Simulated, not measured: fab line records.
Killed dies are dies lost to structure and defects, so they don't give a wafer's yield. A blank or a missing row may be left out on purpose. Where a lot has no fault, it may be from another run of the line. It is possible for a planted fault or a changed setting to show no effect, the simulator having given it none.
fab line records + flow rit-cmos
[record]
- lots = 5
- wafers = 15
- last-day = 7
route steps=202 shown PRETRO@64 GATE@75 FOX2@80 REOX@98 NLDD@103 M1@202
lots untouched by any fault: they come from a run of this same line in which no faults occurred
start-h: hours from the record's first day to the start of the lot's first wafer shown + wait-h: how many hours have passed since the lot's step before this one + " repeats the value in the row above + L1.1+2: several wafers, shown together as one row + - either no value or no given start + * or withheld: withheld + < > ~ a bound
route shown NAME@n: a module of which the file shows steps, and the number in the route of the first + usual: mean and standard deviation over wafers with no fault + same: alike in all rows + chamber/n: place in a boat + sites: per-site readings + _std_site: the values' standard deviation + _edge_site: the outer-site mean with the inner-site mean subtracted + radius-mm: for every site, how far away it sits from the centre of the wafer + mask NAME#n: copy n + behind: the most recent tool/chamber to have shaped the wafer + hold: the reason the lot was held/the length of the hold in hours/how it ended + device: transistor that didn't switch, given as n, p or np + end of line: the tests these same wafers got at the end of their route + step lacking rows: just its recipe + killed: count of dies lost to structure and defects at first sort (not the wafer's yield) + map: shows each die of a wafer: x if killed, . if not, _ if none is there
set.NAME: the setting as run; set.NAME@STEP: as run at that earlier step + model.NAME: the simulator's own value behind a step, which no gauge read
lots at selected steps of the route; one table per step, one row per wafer
services: a tool's chamber out of use, with start hour (start-h, from the record's first day; less than 0 if before it), hours out, and reason
[[steps]]
[step RIT_PRETRO_HMDS_00]
[recipe]
- prime-time-s = 60
- prime-temp-c = 140
[step RIT_PRETRO_COAT_01]
[recipe]
- resist = NOVOLAK
- spin-rpm = 2000
- resist-thk-nm = 1300
[step RIT_PRETRO_SOFTBAKE_02]
[recipe]
- resist = NOVOLAK
- temp-c = 90
- time-s = 60
[step RIT_PRETRO_EXPOSE_03]
[recipe]
- mask-id = M5
- na = 0.57
- target-cd-nm = 43700
- dose-mj = 250
[step RIT_PRETRO_PEB_04]
[recipe]
- resist = NOVOLAK
- temp-c = withheld
- time-s = withheld
[step RIT_PRETRO_DEVELOP_05]
[recipe]
- resist = NOVOLAK
- develop-time-s = 68
- dev-temp-c = 22.49
[step RIT_PRETRO_OVL_MEAS_06]
[usual]
- PRETRO_OVL = -0.5/1.5
| lot.wafer | tool       | chamber | start-h | wait-h | PRETRO_OVL[nm] |
|-----------|------------|---------|---------|--------|----------------|
| L721.2    | overlay-01 | -       | 56.08   | -      | -0.2           |
| L721.3    | "          | -       | "       | "      | -0.4           |
| L721.6    | "          | -       | "       | "      | -2.3           |
| L723.1    | overlay-01 | -       | 65.66   | -      | -1.7           |
| L723.2    | "          | -       | "       | "      | -0.1           |
| L723.6    | "          | -       | "       | "      | -0.7           |
| L725.2    | overlay-02 | -       | 79.97   | -      | 1.1            |
| L725.4    | "          | -       | "       | "      | 2.4            |
| L725.5    | "          | -       | "       | "      | 2.6            |
| L730.1    | overlay-02 | -       | 97.67   | -      | 0.1            |
| L730.2    | "          | -       | "       | "      | -0.8           |
| L730.5    | "          | -       | "       | "      | -0.1           |
| L740.2    | overlay-01 | -       | 150.61  | -      | -0.4           |
| L740.3    | "          | -       | "       | "      | -0.7           |
| L740.4    | "          | -       | "       | "      | 1.5            |
[step RIT_PRETRO_HARDBAKE_07]
[recipe]
- resist = NOVOLAK
- temp-c = 140
- time-s = 120
[step RIT_PRETRO_IMPLANT_08]
[recipe]
- species = B
- energy-kev = 45
- dose-cm2 = 1.2e+13
- tilt-deg = 7
[step RIT_PRETRO_STRIP_09]
[recipe]
- chemistry = O2
- time-s = 180
- resist = NOVOLAK
- platen-temp-c = withheld
- power-w = 500
- pressure-mtorr = 4000
- o2-flow-sccm = 4000
[usual]
- drypump-motor-current-A = 5.9/0.49
[same]
- time-s = 180
| lot.wafer | tool            | chamber | start-h | wait-h | drypump-motor-current-A | rf-hours-counter-h |
|-----------|-----------------|---------|---------|--------|-------------------------|--------------------|
| L721.2    | plasma-asher-02 | 0       | 56.51   | 0.1    | 6.5                     | 41                 |
| L721.3    | "               | 1       | "       | "      | 6.4                     | -                  |
| L721.6    | "               | 0       | "       | "      | 6.4                     | -                  |
| L723.1    | plasma-asher-04 | 0       | 66.13   | 0.1    | 6.0                     | 45                 |
| L723.2    | "               | 1       | "       | "      | 6.0                     | 45                 |
| L723.6    | "               | 0       | "       | "      | 6.0                     | -                  |
| L725.2    | plasma-asher-02 | 1       | 80.40   | 0.1    | 6.4                     | 44                 |
| L725.4    | "               | 0       | "       | "      | 6.4                     | -                  |
| L725.5    | "               | 0       | "       | "      | 6.4                     | -                  |
| L730.1    | plasma-asher-02 | 1       | 98.10   | 0.1    | 6.4                     | 46                 |
| L730.2    | "               | 0       | "       | "      | 6.4                     | 46                 |
| L730.5    | "               | 1       | "       | "      | 6.4                     | -                  |
| L740.2    | plasma-asher-02 | 1       | 151.04  | 0.1    | 6.4                     | 52                 |
| L740.3    | "               | 0       | "       | "      | 6.4                     | -                  |
| L740.4    | "               | 1       | "       | "      | 6.4                     | -                  |
[step RIT_PRETRO_TW_MEAS_10]
[usual]
- PRETRO_TW = 478/3.9
| lot.wafer | tool          | chamber | start-h | wait-h | PRETRO_TW |
|-----------|---------------|---------|---------|--------|-----------|
| L721.2    | film-metro-01 | -       | 56.70   | 0.1    | 481       |
| L721.3    | "             | -       | "       | "      | 479       |
| L721.6    | "             | -       | "       | "      | 480       |
| L723.1    | film-metro-04 | -       | 66.30   | 0.1    | 474       |
| L723.2    | "             | -       | "       | "      | 473       |
| L723.6    | "             | -       | "       | "      | 472       |
| L725.2    | film-metro-01 | -       | 80.59   | 0.1    | 479       |
| L725.4    | "             | -       | "       | "      | 478       |
| L725.5    | "             | -       | "       | "      | 480       |
| L730.1    | film-metro-03 | -       | 98.28   | 0.1    | 479       |
| L730.2    | "             | -       | "       | "      | 482       |
| L730.5    | "             | -       | "       | "      | 483       |
| L740.2    | film-metro-03 | -       | 151.23  | 0.1    | 480       |
| L740.3    | "             | -       | "       | "      | 481       |
| L740.4    | "             | -       | "       | "      | 482       |
[step RIT_GATE_WET_ETCH_00]
[recipe]
- chemistry = BOE
- target = SiO2
- target-depth-nm = 56
- time-s = 60
- dry = n2-spin
- dilution = 10:1
- temp-c = 21.5
[step RIT_GATE_CLEAN_01]
[recipe]
- chemistry = SC1
- mix = 3:3:50
- time-s = 600
- temp-c = 75
[usual]
- bath-guard-temp-C = 75.0/0.48
[same]
- time-s = 600
| lot.wafer | tool         | chamber | start-h | wait-h | bath-guard-temp-C |
|-----------|--------------|---------|---------|--------|-------------------|
| L721.2    | wet-bench-02 | 2       | 56.77   | 0.0    | 75.1              |
| L721.3    | "            | 2       | "       | "      | 75.1              |
| L721.6    | "            | 2       | "       | "      | 75.3              |
| L723.1    | wet-bench-01 | 0       | 66.39   | 0.0    | 74.9              |
| L723.2    | "            | 0       | "       | "      | 75.1              |
| L723.6    | "            | 0       | "       | "      | 75.1              |
| L725.2    | wet-bench-04 | 3       | 80.66   | 0.0    | 75.1              |
| L725.4    | "            | 3       | "       | "      | 75.2              |
| L725.5    | "            | 3       | "       | "      | 75.0              |
| L730.1    | wet-bench-04 | 2       | 98.36   | 0.0    | 76.2              |
| L730.2    | "            | 2       | "       | "      | 76.4              |
| L730.5    | "            | 2       | "       | "      | 76.3              |
| L740.2    | wet-bench-02 | 1       | 151.30  | 0.0    | 75.5              |
| L740.3    | "            | 1       | "       | "      | 75.5              |
| L740.4    | "            | 1       | "       | "      | 75.5              |
[step RIT_GATE_CLEAN_02]
[recipe]
- chemistry = dHF
- dilution = 50:1
- time-s = 30
[step RIT_GATE_CLEAN_03]
[recipe]
- chemistry = SC2
- mix = 3:3:50
- time-s = 600
- temp-c = 75
- dry = n2-spin
[step RIT_GATE_CLEAN_04]
[recipe]
- chemistry = dHF
- dilution = 50:1
- time-s = 60
- dry = n2-spin
[step RIT_FOX2_THK_MEAS_91]
[recipe]
- reads = SiO2_of_FOX2_OXIDATION_00
[usual]
- FIELD_OXIDE_LEFT_2_THK = 257/6.3
| lot.wafer | tool          | chamber | start-h | wait-h | FIELD_OXIDE_LEFT_2_THK[nm] |
|-----------|---------------|---------|---------|--------|----------------------------|
| L721.2    | film-metro-02 | -       | 57.19   | 0.0    | 274                        |
| L721.3    | "             | -       | "       | "      | 276                        |
| L721.6    | "             | -       | "       | "      | 266                        |
| L723.1    | film-metro-01 | -       | 66.78   | 0.0    | 260                        |
| L723.2    | "             | -       | "       | "      | 263                        |
| L723.6    | "             | -       | "       | "      | 263                        |
| L725.2    | film-metro-01 | -       | 81.07   | 0.0    | 249                        |
| L725.4    | "             | -       | "       | "      | 253                        |
| L725.5    | "             | -       | "       | "      | 253                        |
| L730.1    | film-metro-01 | -       | 98.76   | 0.0    | 255                        |
| L730.2    | "             | -       | "       | "      | 256                        |
| L730.5    | "             | -       | "       | "      | 259                        |
| L740.2    | film-metro-03 | -       | 151.73  | 0.0    | 264                        |
| L740.3    | "             | -       | "       | "      | 270                        |
| L740.4    | "             | -       | "       | "      | 271                        |
[step RIT_GATE_OXIDATION_05]
[recipe]
- temp-c = 900
- ambient = O2
- target-thk-a = 30
- ox-time-s = 270
[step RIT_GATE_ANNEAL_06]
[recipe]
- temp-c = 900
- time-s = 600
- ambient = N2O
[step RIT_GATE_THK_MEAS_07]
[recipe]
- reads = SiO2_of_GATE_OXIDATION_05
[usual]
- GATE_OXIDE_THK = 3.02/0.051
| lot.wafer | tool          | chamber | start-h | wait-h | GATE_OXIDE_THK[nm] |
|-----------|---------------|---------|---------|--------|--------------------|
| L721.2    | film-metro-03 | -       | 63.00   | 0.0    | 3.01               |
| L721.3    | "             | -       | "       | "      | 3.04               |
| L721.6    | "             | -       | "       | "      | 3.04               |
| L723.1    | film-metro-03 | -       | 68.62   | 0.0    | 3.01               |
| L723.2    | "             | -       | "       | "      | 2.92               |
| L723.6    | "             | -       | "       | "      | 2.99               |
| L725.2    | film-metro-03 | -       | 83.01   | 0.0    | 2.97               |
| L725.4    | "             | -       | "       | "      | 2.97               |
| L725.5    | "             | -       | "       | "      | 3.04               |
| L730.1    | film-metro-01 | -       | 105.28  | 0.0    | 2.99               |
| L730.2    | "             | -       | "       | "      | 3.03               |
| L730.5    | "             | -       | "       | "      | 3.07               |
| L740.2    | film-metro-01 | -       | 155.38  | 0.0    | 2.97               |
| L740.3    | "             | -       | "       | "      | 3.05               |
| L740.4    | "             | -       | "       | "      | 3.10               |
[step RIT_GATE_CVD_08]
[recipe]
- material = poly-Si
- target-thk-nm = 250
- temp-c = 610
- precursor = SiH4
- time-s = 2220
- pressure-mtorr = 300
- sih4-flow-sccm = 100
[step RIT_GATE_THK_MEAS_09]
[recipe]
- reads = poly-Si_of_GATE_CVD_08
[usual]
- GATE_POLY_THK = 250.0/2.2
| lot.wafer | tool          | chamber | start-h | wait-h | GATE_POLY_THK[nm] |
|-----------|---------------|---------|---------|--------|-------------------|
| L721.2    | film-metro-02 | -       | 65.33   | 0.0    | 250.8             |
| L721.3    | "             | -       | "       | "      | 250.8             |
| L721.6    | "             | -       | "       | "      | 248.7             |
| L723.1    | film-metro-02 | -       | 70.29   | 0.0    | 248.8             |
| L723.2    | "             | -       | "       | "      | 247.2             |
| L723.6    | "             | -       | "       | "      | 249.0             |
| L725.2    | film-metro-02 | -       | 84.98   | 0.0    | 247.1             |
| L725.4    | "             | -       | "       | "      | 249.7             |
| L725.5    | "             | -       | "       | "      | 248.0             |
| L730.1    | film-metro-01 | -       | 106.96  | 0.0    | 249.5             |
| L730.2    | "             | -       | "       | "      | 248.2             |
| L730.5    | "             | -       | "       | "      | 246.8             |
| L740.2    | film-metro-02 | -       | 157.06  | 0.0    | 248.9             |
| L740.3    | "             | -       | "       | "      | 248.7             |
| L740.4    | "             | -       | "       | "      | 249.4             |
[step RIT_GATE_HMDS_10]
[recipe]
- prime-time-s = 60
- prime-temp-c = 140
[step RIT_GATE_COAT_11]
[recipe]
- resist = NOVOLAK
- spin-rpm = 4201
- resist-thk-nm = 850
[step RIT_GATE_SOFTBAKE_12]
[recipe]
- resist = NOVOLAK
- temp-c = 90
- time-s = 60
[step RIT_GATE_EXPOSE_13]
[recipe]
- mask-id = M6
- na = 0.6
- source-shape = conventional
- sigma-outer = 0.6
- target-cd-nm = 150
- dose-mj = 380
[step RIT_GATE_PEB_14]
[recipe]
- resist = NOVOLAK
- temp-c = withheld
- time-s = withheld
[step RIT_GATE_DEVELOP_15]
[recipe]
- resist = NOVOLAK
- develop-time-s = 50
- dev-temp-c = 23
[step RIT_GATE_CD_MEAS_16]
[recipe]
- target-cd-nm = 150
[usual]
- cd-nm = 151.0/2.4
| lot.wafer | tool      | chamber | start-h | wait-h | cd-nm |
|-----------|-----------|---------|---------|--------|-------|
| L721.2    | cd-sem-01 | -       | 66.36   | -      | 154.5 |
| L721.3    | "         | -       | "       | "      | 153.6 |
| L721.6    | "         | -       | "       | "      | 154.0 |
| L723.1    | cd-sem-02 | -       | 71.33   | -      | 149.6 |
| L723.2    | "         | -       | "       | "      | 149.9 |
| L723.6    | "         | -       | "       | "      | 150.0 |
| L725.2    | cd-sem-01 | -       | 85.90   | -      | 156.3 |
| L725.4    | "         | -       | "       | "      | 154.3 |
| L725.5    | "         | -       | "       | "      | 152.9 |
| L730.1    | cd-sem-02 | -       | 107.99  | -      | 154.0 |
| L730.2    | "         | -       | "       | "      | 153.8 |
| L730.5    | "         | -       | "       | "      | 153.7 |
| L740.2    | cd-sem-01 | -       | 158.00  | -      | 152.2 |
| L740.3    | "         | -       | "       | "      | 150.1 |
| L740.4    | "         | -       | "       | "      | 148.7 |
[step RIT_GATE_OVL_MEAS_17]
[usual]
- GATE_OVL = 0.8/1.4
| lot.wafer | tool       | chamber | start-h | wait-h | GATE_OVL[nm] |
|-----------|------------|---------|---------|--------|--------------|
| L721.2    | overlay-01 | -       | 66.50   | 0.1    | -0.3         |
| L721.3    | "          | -       | "       | "      | -1.6         |
| L721.6    | "          | -       | "       | "      | -0.7         |
| L723.1    | overlay-02 | -       | 71.45   | 0.1    | 2.3          |
| L723.2    | "          | -       | "       | "      | 2.7          |
| L723.6    | "          | -       | "       | "      | 1.9          |
| L725.2    | overlay-02 | -       | 86.01   | 0.1    | -0.2         |
| L725.4    | "          | -       | "       | "      | -0.1         |
| L725.5    | "          | -       | "       | "      | 0.4          |
| L730.1    | overlay-01 | -       | 108.11  | 0.1    | -2.7         |
| L730.2    | "          | -       | "       | "      | -0.8         |
| L730.5    | "          | -       | "       | "      | 0.2          |
| L740.2    | overlay-02 | -       | 158.10  | 0.1    | 0.7          |
| L740.3    | "          | -       | "       | "      | 4.8          |
| L740.4    | "          | -       | "       | "      | 1.6          |
[step RIT_GATE_HARDBAKE_18]
[recipe]
- resist = NOVOLAK
- temp-c = 140
- time-s = 60
[step RIT_GATE_ETCH_19]
[recipe]
- chemistry = SF6/CHF3/O2
- time-s = 165
- SF6_flow_sccm = 30
- CHF3_flow_sccm = 30
- O2_flow_sccm = 5
- target = poly-Si
- pressure-mtorr = 40
- rf-w = 165.4
- target-depth-a = 3125
- over-etch-frac = 0.25
- stop-on = SiO2
[usual]
- drypump-motor-current-A = 5.9/0.35
- oes-product-au = 0.854/0.012
- throttle-valve-pct = 10.20/0.15
[same]
- time-s = 165
| lot.wafer | tool      | chamber | start-h | wait-h | drypump-motor-current-A | oes-product-au | rf-hours-counter-h | throttle-valve-pct |
|-----------|-----------|---------|---------|--------|-------------------------|----------------|--------------------|--------------------|
| L721.2    | rie-si-02 | 0       | 66.68   | 0.1    | 6.4                     | 0.841          | 150                | 10.42              |
| L721.3    | "         | 1       | "       | "      | 5.9                     | 0.852          | 74                 | 10.23              |
| L721.6    | "         | 1       | "       | "      | 5.9                     | 0.859          | -                  | 10.22              |
| L723.1    | rie-si-02 | 2       | 71.63   | 0.1    | 5.7                     | 0.840          | 53                 | 10.19              |
| L723.2    | "         | 1       | "       | "      | 5.9                     | 0.848          | 75                 | 10.22              |
| L723.6    | "         | 1       | "       | "      | 5.9                     | 0.845          | -                  | 10.23              |
| L725.2    | rie-si-01 | 3       | 86.19   | 0.1    | 6.5                     | 0.853          | 1                  | 9.97               |
| L725.4    | "         | 2       | "       | "      | 5.4                     | 0.858          | 96                 | 10.30              |
| L725.5    | "         | 3       | "       | "      | 6.5                     | 0.846          | -                  | 9.96               |
| L730.1    | rie-si-01 | 1       | 108.30  | 0.1    | 5.8                     | 0.847          | 60                 | 10.10              |
| L730.2    | "         | 3       | "       | "      | 6.5                     | 0.847          | 2                  | 9.97               |
| L730.5    | "         | 3       | "       | "      | 6.5                     | 0.846          | -                  | 9.96               |
| L740.2    | rie-si-01 | 2       | 158.28  | 0.1    | 5.4                     | 0.850          | 96                 | 10.30              |
| L740.3    | "         | 0       | "       | "      | 6.3                     | 0.860          | 56                 | 10.09              |
| L740.4    | "         | 3       | "       | "      | 6.5                     | 0.854          | 2                  | 9.98               |
[step RIT_GATE_STRIP_20]
[recipe]
- chemistry = O2
- time-s = 180
- resist = NOVOLAK
- platen-temp-c = withheld
- power-w = 500
- pressure-mtorr = 4000
- o2-flow-sccm = 4000
[usual]
- drypump-motor-current-A = 6.02/0.2
[same]
- time-s = 180
| lot.wafer | tool            | chamber | start-h | wait-h | drypump-motor-current-A | rf-hours-counter-h |
|-----------|-----------------|---------|---------|--------|-------------------------|--------------------|
| L721.2    | plasma-asher-04 | 1       | 66.79   | 0.1    | 5.96                    | 45                 |
| L721.3    | "               | 0       | "       | "      | 6.02                    | -                  |
| L721.6    | "               | 1       | "       | "      | 6.01                    | -                  |
| L723.1    | plasma-asher-01 | 1       | 71.74   | 0.1    | 5.70                    | 37                 |
| L723.2    | "               | 0       | "       | "      | 5.94                    | 37                 |
| L723.6    | "               | 1       | "       | "      | 5.70                    | -                  |
| L725.2    | plasma-asher-04 | 1       | 86.30   | 0.1    | 5.99                    | 47                 |
| L725.4    | "               | 0       | "       | "      | 6.03                    | -                  |
| L725.5    | "               | 0       | "       | "      | 6.03                    | -                  |
| L730.1    | plasma-asher-04 | 1       | 108.41  | 0.1    | 5.92                    | 50                 |
| L730.2    | "               | 0       | "       | "      | 6.02                    | 50                 |
| L730.5    | "               | 1       | "       | "      | 5.99                    | -                  |
| L740.2    | plasma-asher-02 | 0       | 158.39  | 0.1    | 6.43                    | 53                 |
| L740.3    | "               | 1       | "       | "      | 6.40                    | -                  |
| L740.4    | "               | 0       | "       | "      | 6.45                    | -                  |
[step RIT_GATE_CD_MEAS_90]
[recipe]
- target-cd-nm = 150
[usual]
- cd-nm = 150.9/2.4
| lot.wafer | tool      | chamber | start-h | wait-h | cd-nm |
|-----------|-----------|---------|---------|--------|-------|
| L721.2    | cd-sem-02 | -       | 66.98   | 0.1    | 154.8 |
| L721.3    | "         | -       | "       | "      | 153.8 |
| L721.6    | "         | -       | "       | "      | 153.9 |
| L723.1    | cd-sem-01 | -       | 71.92   | 0.1    | 149.4 |
| L723.2    | "         | -       | "       | "      | 149.9 |
| L723.6    | "         | -       | "       | "      | 150.3 |
| L725.2    | cd-sem-01 | -       | 86.49   | 0.1    | 155.6 |
| L725.4    | "         | -       | "       | "      | 154.3 |
| L725.5    | "         | -       | "       | "      | 153.0 |
| L730.1    | cd-sem-02 | -       | 108.58  | 0.1    | 154.4 |
| L730.2    | "         | -       | "       | "      | 153.6 |
| L730.5    | "         | -       | "       | "      | 153.1 |
| L740.2    | cd-sem-02 | -       | 158.59  | 0.1    | 151.9 |
| L740.3    | "         | -       | "       | "      | 150.6 |
| L740.4    | "         | -       | "       | "      | 148.5 |
[step RIT_REOX_CLEAN_00]
[recipe]
- chemistry = SC1
- mix = 3:3:50
- time-s = 600
- temp-c = 75
[step RIT_REOX_CLEAN_01]
[recipe]
- chemistry = dHF
- dilution = 50:1
- time-s = 30
[step RIT_REOX_CLEAN_02]
[recipe]
- chemistry = SC2
- mix = 3:3:50
- time-s = 600
- temp-c = 75
- dry = n2-spin
[step RIT_REOX_OXIDATION_03]
[recipe]
- temp-c = 900
- ambient = O2
- target-thk-a = 252
- ox-time-s = 5580
[step RIT_REOX_THK_MEAS_04]
[recipe]
- reads = SiO2_of_REOX_OXIDATION_03
[usual]
- REOX_OXIDE_THK = 25.5/0.46
| lot.wafer | tool          | chamber | start-h | wait-h | REOX_OXIDE_THK[nm] |
|-----------|---------------|---------|---------|--------|--------------------|
| L721.2    | film-metro-04 | -       | 70.48   | 0.0    | 25.3               |
| L721.3    | "             | -       | "       | "      | 25.3               |
| L721.6    | "             | -       | "       | "      | 25.4               |
| L723.1    | film-metro-02 | -       | 75.03   | 0.0    | 25.4               |
| L723.2    | "             | -       | "       | "      | 25.1               |
| L723.6    | "             | -       | "       | "      | 25.0               |
| L725.2    | film-metro-02 | -       | 91.77   | 0.0    | 25.2               |
| L725.4    | "             | -       | "       | "      | 25.1               |
| L725.5    | "             | -       | "       | "      | 24.8               |
| L730.1    | film-metro-01 | -       | 112.19  | 0.0    | 25.2               |
| L730.2    | "             | -       | "       | "      | 25.4               |
| L730.5    | "             | -       | "       | "      | 25.1               |
| L740.2    | film-metro-01 | -       | 161.61  | 0.0    | 25.6               |
| L740.3    | "             | -       | "       | "      | 25.6               |
| L740.4    | "             | -       | "       | "      | 25.0               |
[step RIT_NLDD_HMDS_00]
[recipe]
- prime-time-s = 60
- prime-temp-c = 140
[step RIT_NLDD_COAT_01]
[recipe]
- resist = NOVOLAK
- spin-rpm = 3201
- resist-thk-nm = 1000
[step RIT_NLDD_SOFTBAKE_02]
[recipe]
- resist = NOVOLAK
- temp-c = 90
- time-s = 60
[step RIT_M1_PROBE_99]
[usual]
- killed-at-contacts = 0.1/0.23
- killed-at-front-end = 6.6/2.8
- killed-dies = 6.6/2.8
- killed-open = 3.3/2
- killed-short = 3.2/1.7
[same]
- gross-dies = 264
- killed_at_M0_to_M3 = 0
- killed_at_M4_up = 0
- killed-at-back-side = 0
- killed-at-other = 0
| lot.wafer | tool      | chamber | start-h | wait-h | hold                     | killed-at-contacts | killed-at-front-end | killed-dies | killed-open | killed-short |
|-----------|-----------|---------|---------|--------|--------------------------|--------------------|---------------------|-------------|-------------|--------------|
| L721.2    | prober-02 | -       | 87.79   | 0.1    | -                        | 0                  | 7                   | 7           | 5           | 2            |
| L721.3    | prober-02 | -       | 87.84   | 0.2    | -                        | 0                  | 7                   | 7           | 4           | 3            |
| L721.6    | prober-02 | -       | 87.99   | 0.2    | -                        | 1                  | 12                  | 13          | 7           | 6            |
| L723.1    | prober-02 | -       | 91.75   | 0.1    | -                        | 0                  | 9                   | 9           | 7           | 2            |
| L723.2    | prober-02 | -       | 91.80   | 0.1    | -                        | 0                  | 11                  | 11          | 7           | 4            |
| L723.6    | prober-02 | -       | 92.00   | 0.2    | -                        | 0                  | 9                   | 9           | 5           | 4            |
| L725.2    | prober-01 | -       | 109.23  | 0.1    | -                        | 0                  | 5                   | 5           | 1           | 4            |
| L725.4    | prober-01 | -       | 109.33  | 0.2    | -                        | 0                  | 5                   | 5           | 1           | 4            |
| L725.5    | prober-01 | -       | 109.38  | 0.2    | -                        | 0                  | 4                   | 4           | 2           | 2            |
| L730.1    | prober-01 | -       | 128.75  | 0.1    | await-dispo/2.1h/release | 0                  | 36                  | 36          | 4           | 2            |
| L730.2    | prober-01 | -       | 128.80  | 0.1    | await-dispo/2.1h/release | 0                  | 31                  | 31          | 1           | 2            |
| L730.5    | prober-01 | -       | 128.95  | 0.2    | await-dispo/2.1h/release | 0                  | 31                  | 31          | 2           | 2            |
| L740.2    | prober-01 | -       | 178.27  | 0.1    | -                        | 0                  | 6                   | 6           | 3           | 3            |
| L740.3    | prober-01 | -       | 178.32  | 0.2    | -                        | 1                  | 7                   | 8           | 2           | 6            |
| L740.4    | prober-01 | -       | 178.37  | 0.2    | -                        | 0                  | 5                   | 5           | 2           | 3            |
// killed by level:class
L721.2 SPACER:geometric-particle:open=2 FOX1:geometric-particle:short=1 FOX1:geometric-particle:open=1 GATE:geometric-particle:open=1 SPACER:geometric-particle:short=1 SILICIDE:geometric-particle:open=1
L721.3 FOX1:geometric-particle:open=2 FOX1:geometric-particle:short=1 FOX2:geometric-particle:open=1 GATE:geometric-particle:short=1 REOX:geometric-particle:short=1 SPACER:geometric-particle:open=1
L721.6 GATE:geometric-particle:open=3 FOX1:geometric-particle:short=2 FOX1:geometric-particle:open=2 GATE:geometric-particle:short=2 SPACER:geometric-particle:short=1 SILICIDE:geometric-particle:short=1 SILICIDE:geometric-particle:open=1 CONTACT:geometric-particle:open=1
L723.1 FOX2:geometric-particle:open=3 FOX1:geometric-particle:open=2 GATE:geometric-particle:open=2 FOX1:geometric-particle:short=1 SPACER:geometric-particle:short=1
L723.2 GATE:geometric-particle:open=5 FOX1:geometric-particle:short=2 FOX1:geometric-particle:open=2 GATE:geometric-particle:short=1 REOX:geometric-particle:short=1
L723.6 FOX1:geometric-particle:open=3 FOX1:geometric-particle:short=1 GATE:geometric-particle:open=1 REOX:geometric-particle:short=1 REOX:geometric-particle:open=1 SPACER:geometric-particle:short=1 SILICIDE:geometric-particle:short=1
L725.2 FOX2:geometric-particle:short=2 GATE:geometric-particle:short=1 GATE:geometric-particle:open=1 SPACER:geometric-particle:short=1
L725.4 SPACER:geometric-particle:short=2 FOX1:geometric-particle:short=1 GATE:geometric-particle:open=1 REOX:geometric-particle:short=1
L725.5 FOX2:geometric-particle:open=1 GATE:geometric-particle:open=1 REOX:geometric-particle:short=1 SILICIDE:geometric-particle:short=1
L730.1 GATE:unspecified=30 GATE:geometric-particle:open=3 SPACER:geometric-particle:short=2 REOX:geometric-particle:open=1
L730.2 GATE:unspecified=28 SPACER:geometric-particle:short=2 REOX:geometric-particle:open=1
L730.5 GATE:unspecified=27 FOX1:geometric-particle:short=1 FOX1:geometric-particle:open=1 FOX2:geometric-particle:open=1 FOX2:geometric-particle:short=1
L740.2 GATE:geometric-particle:short=2 FOX1:geometric-particle:open=1 FOX2:geometric-particle:short=1 REOX:geometric-particle:open=1 SILICIDE:geometric-particle:open=1
L740.3 GATE:geometric-particle:open=2 SILICIDE:geometric-particle:short=2 FOX1:geometric-particle:short=1 FOX2:geometric-particle:short=1 GATE:geometric-particle:short=1 CONTACT:geometric-particle:short=1
L740.4 GATE:geometric-particle:short=3 GATE:geometric-particle:open=1 REOX:geometric-particle:open=1
// map L730.1 (x killed, . not)
________......._______
_____..........x..____
____...............___
___..............x..__
__..................._
__.....x.x..........._
_.......xxx...........
_.....xxxxxx..........
_.....xxxx.xx.........
_....xxxxxxx..........
__..x.xxxxx.........._
__x.....x............_
___.................__
____...............___
_____............x____
________....x.._______
// map L725.2 (x killed, . not)
________......._______
_____..x..........____
____.x.............___
___..............x..__
__..................._
__......x............_
_.....................
_.....................
_.....................
_.....................
__..................._
__..x................_
___.................__
____...............___
_____.............____
________......._______
[[services]]
| tool            | chamber | start-h | hours | kind           |
|-----------------|---------|---------|-------|----------------|
| plasma-asher-02 | -       | 39.84   | 14.4  | repair         |
| plasma-asher-02 | -       | 47.53   | 0.5   | repair         |
| plasma-asher-04 | -       | 108.75  | 9.0   | pm             |
| plasma-asher-04 | 0       | 108.75  | 9.0   | vent-cycle     |
| plasma-asher-04 | 1       | 108.75  | 9.0   | vent-cycle     |
| rie-si-02       | 0       | 109.28  | -     | clean          |
| rie-si-02       | 0       | 109.28  | 18.1  | scheduled-down |
| rie-si-02       | 0       | 109.28  | 18.1  | vent-cycle     |
| plasma-asher-04 | 0       | 117.75  | -     | clean          |
| plasma-asher-04 | 1       | 117.75  | -     | clean          |
| plasma-asher-02 | -       | 121.22  | 0.5   | repair         |
| wet-bench-01    | -       | 126.36  | 3.5   | repair         |
| plasma-asher-01 | -       | 134.42  | 1.8   | repair         |
| rie-si-02       | -       | 143.30  | 1.7   | repair         |
| rie-si-02       | 0       | 144.33  | 9.1   | repair         |
[[key]]
[first-sign]
- step = RIT_M1_PROBE_99
- reading = killed-at-front-end
- direction = up
- sigmas = 9.3
- usual = 6.6
- struck = 32.7
[effect]
- step = RIT_M1_PROBE_99
- reading = killed-dies
- direction = up
- sigmas = 9.2
- usual = 6.6
- struck = 32.7
met-at RIT_GATE_CLEAN_01
struck-wafers L730.1,L730.2,L730.5
tester-left-out L730
also-fits RIT_GATE_STRIP_20:plasma-asher-04
[fault]
- kind = chamber-particle-source
- tool = wet-bench-04
- chamber = 2
- onset-h = 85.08
- steps = RIT_GATE_CLEAN_01
- rate-per-visit-cm2 = 0.68642
- end-h = 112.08
// tester-left-out: of these lots the tester's yield and bins aren't shown, on N5 and GAA mostly nor the transistor test; their killed dies are dies lost to structure and defects alone, not to doping, threshold or leakage, so they don't give the yield
